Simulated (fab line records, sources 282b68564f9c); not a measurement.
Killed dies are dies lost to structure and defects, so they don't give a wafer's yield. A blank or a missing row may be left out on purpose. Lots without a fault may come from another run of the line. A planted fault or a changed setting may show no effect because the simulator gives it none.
Which tool did it? | flow rit_cmos | 13 lots, 39 wafers sampled, at 2 steps of a route of 202

WHAT THE GAUGES READ, wafer by wafer
RIT_SPACER_THK_MEAS_04.
lot  | measured    | on            | SPACER_NITRIDE_THK (nm)
L805 | day 2 22:49 | film_metro-02 | 244.3 243.7 244.1
L806 | day 3 07:47 | film_metro-02 | 243.8 245.2 244.1
L807 | day 3 12:28 | film_metro-01 | 246.0 246.0 246.4
L811 | day 4 08:22 | film_metro-01 | 245.2 245.0 243.8
L813 | day 4 15:15 | film_metro-02 | 244.4 246.7 247.0
L815 | day 5 01:01 | film_metro-01 | 216.4 215.5 215.0
L817 | day 5 10:34 | film_metro-04 | 219.7 219.6 220.7
L818 | day 5 16:11 | film_metro-04 | 241.8 242.0 241.0
L819 | day 5 21:07 | film_metro-04 | 244.6 242.6 242.8
L821 | day 6 07:26 | film_metro-02 | 248.0 243.9 247.2
L822 | day 6 10:50 | film_metro-02 | 243.8 241.7 244.5
L825 | day 7 02:53 | film_metro-01 | 245.7 245.4 243.2
L828 | day 7 17:34 | film_metro-01 | 246.3 243.7 243.1

WHICH TOOL RAN EACH LOT (tool, then ch and the chambers of the sampled wafers, then the start)
lot  | RIT_SPACER_CVD_03
L805 | lpcvd-02 ch 0, day 2 20:53
L806 | lpcvd-01 ch 0, day 3 05:52
L807 | lpcvd-01 ch 0, day 3 10:32
L811 | lpcvd-01 ch 0, day 4 06:27
L813 | lpcvd-02 ch 0, day 4 13:20
L815 | lpcvd-02 ch 1, day 4 23:05
L817 | lpcvd-02 ch 0, day 5 08:39
L818 | lpcvd-01 ch 0, day 5 13:17
L819 | lpcvd-01 ch 1, day 5 18:14
L821 | lpcvd-01 ch 0, day 6 05:32
L822 | lpcvd-01 ch 0, day 6 08:55
L825 | lpcvd-01 ch 1, day 7 00:56
L828 | lpcvd-01 ch 0, day 7 15:39
- RIT_SPACER_CVD_03: deposits Si3N4 from SiH2Cl2/NH3, target thk 250 nm, time 3226 s.

WHAT THE TOOLS THEMSELVES READ (means of the sampled wafers that have a number; where no wafer has one, the mark that the record gives instead)
RIT_SPACER_CVD_03.
lot  | tool     | susceptor_temp_C (C) | zone_power_source_pct (%)
L805 | lpcvd-02 | 810.4                | 20.7
L806 | lpcvd-01 | 809.8                | 20.3
L807 | lpcvd-01 | 810.3                | 19.9
L811 | lpcvd-01 | 809.9                | 20.0
L813 | lpcvd-02 | 809.5                | 20.6
L815 | lpcvd-02 | 809.1                | 21.3
L817 | lpcvd-02 | 810.0                | 20.8
L818 | lpcvd-01 | 809.7                | 20.0
L819 | lpcvd-01 | 809.7                | 18.9
L821 | lpcvd-01 | 809.6                | 20.1
L822 | lpcvd-01 | 810.2                | 20.1
L825 | lpcvd-01 | 809.9                | 19.2
L828 | lpcvd-01 | 810.4                | 20.2

THE ANSWER, worked out from the rows above alone
Rule: what is usual is taken from the lots themselves. Put in order of their means at a reading, lots are off if they are a third of the lots or fewer, leave a main group of 4 or more, and stand apart from it by a gap of 3 or more times the standard deviation of the main group's means; of several such gaps the widest counts. A main group whose means are all the same, to the digits that the tables above print for the reading, isn't used. A lot without any number at a reading at which 4 lots or more have one is off too. The other lots that the step has rows for count as sound. The gauges are gone through in route order, then the tools' own readings, and for those a lot's mean is taken as printed above. The first step at which some lot is off is used, and at that step the reading that is off furthest; a lot without a number counts as furthest.
Off: L815, L817, at RIT_SPACER_THK_MEAS_04 (SPACER_NITRIDE_THK). The main group: mean 244.5 nm, standard deviation 1.3.
A tool fits if, at a process step before that reading, it ran every lot that is off, and no sound lot after the first of them. The gauges at RIT_SPACER_THK_MEAS_04 are tried like those tools. One fits: lpcvd-02 at RIT_SPACER_CVD_03. Its last sound lot is L813 (day 4 13:20), its first lot that is off L815 (day 4 23:05): a fault that began between those two fits.

WHAT THE SIMULATOR HAD PUT IN
Site profile drift: lpcvd-02, from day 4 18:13 on, at RIT_SPACER_CVD_03. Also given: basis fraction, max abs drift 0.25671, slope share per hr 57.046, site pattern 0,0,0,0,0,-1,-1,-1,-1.
Lots struck among those shown: L815, L817. The rule above found the same.
